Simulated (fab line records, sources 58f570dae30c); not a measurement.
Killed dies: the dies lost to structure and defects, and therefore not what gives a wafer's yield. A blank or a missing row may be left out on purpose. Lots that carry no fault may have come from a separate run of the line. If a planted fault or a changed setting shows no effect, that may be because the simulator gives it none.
Chamber matching | flow berkeley_cmos170 | cmp-02 running UCB170_V1_CMP_02: 4 sister chambers
The step polishes SiO2. 16 wafers are shown with their chamber, then 8 later ones without.

== EACH WAFER AND ITS CHAMBER ==
wafer  | chamber | motor_current_A (A)
L425.2 | 0       | 17.3
L425.3 | 3       | 16.4
L425.6 | 1       | 15.1
L427.1 | 2       | 17.9
L427.2 | 3       | 15.9
L427.4 | 1       | 15.8
L429.2 | 2       | 18.8
L429.3 | 3       | 16.5
L429.5 | 3       | 16.4
L435.1 | 0       | 16.9
L435.2 | 2       | 17.3
L435.3 | 1       | 16.2
L433.1 | 2       | 18.8
L433.2 | 0       | 17.0
L433.5 | 0       | 17.0
L436.2 | 1       | 15.1

SIGNATURES, as means of the wafers listed above
reading         | chamber 0 | chamber 1 | chamber 2 | chamber 3 | scatter within a chamber
motor_current_A | 17.050    | 15.550    | 18.200    | 16.300    | 0.485
Rule: a wafer lies at a distance from a chamber equal to the root of the sum of squares, over the readings, of (its reading less the chamber's mean, divided by the reading's scatter). The wafer belongs to the nearest chamber; if the next one is less than 2 further off, it can't be placed. The scatter is the square root of a quotient: the sum, over the shown wafers, of each reading's squared deviation from its chamber's mean, divided by wafers minus chambers.

== WAFERS WITHOUT THEIR CHAMBER ==
wafer  | motor_current_A (A)
L436.3 | 16.8
L436.5 | 16.5
L441.1 | 16.0
L441.5 | 16.3
L441.6 | 16.0
L443.1 | 16.0
L443.4 | 18.2
L443.6 | 16.5

== CHAMBER TAKEN BY EACH ==
wafer  | from the rows above          | in truth
L436.3 | can't be placed: 0 or 3      | 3
L436.5 | can't be placed: 3 or 0 or 1 | 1
L441.1 | can't be placed: 3 or 1 or 0 | 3
L441.5 | can't be placed: 3 or 0 or 1 | 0
L441.6 | can't be placed: 3 or 1 or 0 | 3
L443.1 | can't be placed: 3 or 1 or 0 | 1
L443.4 | 2                            | 2
L443.6 | can't be placed: 3 or 0 or 1 | 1
1 of 8 placed correctly. Can't be placed from these rows: 7 (the true chamber is among the candidates in 7). Placed wrongly: 0.
